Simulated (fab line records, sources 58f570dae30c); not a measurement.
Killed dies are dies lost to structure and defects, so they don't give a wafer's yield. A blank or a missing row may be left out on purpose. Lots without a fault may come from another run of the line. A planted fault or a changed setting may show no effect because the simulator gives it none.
A struck lot beside a sound one | flow berkeley_cmos170 | 16 steps out of a route of 331
Sound: wafers L177.1, L177.3, L177.4. Struck: wafers L185.1, L185.2, L185.6. The cause comes at the end.
At each step with rows: each side's tool, then ch and its chambers, then its first start. Under that, the readings that differ: sound wafers | struck wafers | difference of the means | sigmas: that difference in standard deviations of wafers without a fault.
alike: readings whose means differ by less than 2 such deviations, and words and numbers that are the same on both sides. not compared: withheld readings, readings that some wafer has no value for, bounds like >300 that may hide the same value, and numbers for which the record gives no deviation and whose values overlap.
The two part at a step that has a row with sigmas, a row that says differs or no value, or rows on one side only. Numbers that don't overlap but have no deviation are shown without sigmas and don't part them. A reading that every wafer of one side lacks parts them only if that side has two wafers or more.

first, 1 step without rows for these wafers: UCB170_START_OXIDATION_02 (target thk 20 nm, ox time 1800 s).
UCB170_START_THK_MEAS_03:
  sound on film_metro-01, day 2 01:49; struck on film_metro-03, day 3 18:29
  alike: START_OXIDE_THK
then, 7 steps without rows for these wafers: UCB170_START_ANNEAL_04 (time 1200 s); UCB170_ZERO_HMDS_00 (prime time 60 s); UCB170_ZERO_COAT_01 (resist thk 900 nm); UCB170_ZERO_SOFTBAKE_02 (time 60 s); UCB170_ZERO_EXPOSE_03 (exposes mask PM MARKS, target cd 4000 nm); UCB170_ZERO_PEB_04; UCB170_ZERO_DEVELOP_05 (develop time 45 s).
UCB170_ZERO_ETCH_06: etches SiO2 in CHF3/CF4/Ar, time 12 s.
  sound on rie_diel-02 ch 1,2,3, day 2 09:21; struck on rie_diel-03 ch 0,3, day 3 23:55
  alike: cf4_flow_sccm, drypump_motor_current_A, mfc_ar_sccm, oes_product_au, throttle_valve_pct
  not compared: rf_hours_counter_h
UCB170_ZERO_STRIP_07: strips in O2.
  sound on plasma_asher-02 ch 0,1, day 2 09:22; struck on plasma_asher-01 ch 0,1, day 3 23:56
  alike: drypump_motor_current_A, oes_product_au, strip_time_to_endpoint_s
  not compared: rf_hours_counter_h
then, 1 step without rows for these wafers: UCB170_NWELL_WET_ETCH_00 (etches SiO2 in dHF, time 200 s).
UCB170_NWELL_OXIDATION_01: target thk 26.4 nm, ox time 1260 s.
  sound on furnace-04 ch 0, day 2 12:55; struck on furnace-01 ch 0, day 4 03:51
  reading                                      | sound                | struck               | difference | sigmas
  spike_tc_centre_C (C)                        | 1001.3 1002.0 1002.3 | 1030.4 1030.9 1030.3 | +28.7      | +24
  spike_tc_load_C (C)                          | 1027.2 1026.4 1025.9 | 1052.4 1051.5 1053.2 | +25.9      | +11
  spike_tc_source_C (C)                        | 1025 1025 1028       | 1060 1060 1063       | +35        | +8
  tube_center_temp_C (C)                       | 1000 999.98 1000.1   | 1030.5 1030.4 1030.5 | +30.4      | +99 or more
  tube_center_temp_C_max                       | 1002.9 1003.5 1002.1 | 1032.5 1032.8 1032.6 | +29.8      | +73
  zone_power_load_pct (%)                      | 29.3 28.9 29.4       | 34.1 33.9 33.7       | +4.7       | +4
  model.SiO2_of_NWELL_OXIDATION_01.thk_nm (nm) | 26.25 26.64 26.37    | 34.36 33.98 34.03    | +7.70      |
UCB170_NWELL_THK_MEAS_02:
  sound on film_metro-04, day 2 14:16; struck on film_metro-02, day 4 05:12
  reading              | sound          | struck         | difference | sigmas
  NWELL_OXIDE_THK (nm) | 26.3 26.6 26.4 | 34.4 34.0 34.0 | +7.7       | +16
then, 1 step without rows for these wafers: UCB170_NWELL_ANNEAL_03 (time 900 s).
UCB170_M3_PROBE_99:
  the record has rows for the sound wafers here (prober-02, day 8 10:44) and none for the struck ones

WHERE THEY PART
First at UCB170_NWELL_OXIDATION_01; last, within this record, at UCB170_M3_PROBE_99.

WHY: what the simulator had put in
Process parameter drift: furnace-01, from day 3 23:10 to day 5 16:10, at UCB170_NWELL_OXIDATION_01. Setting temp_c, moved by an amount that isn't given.
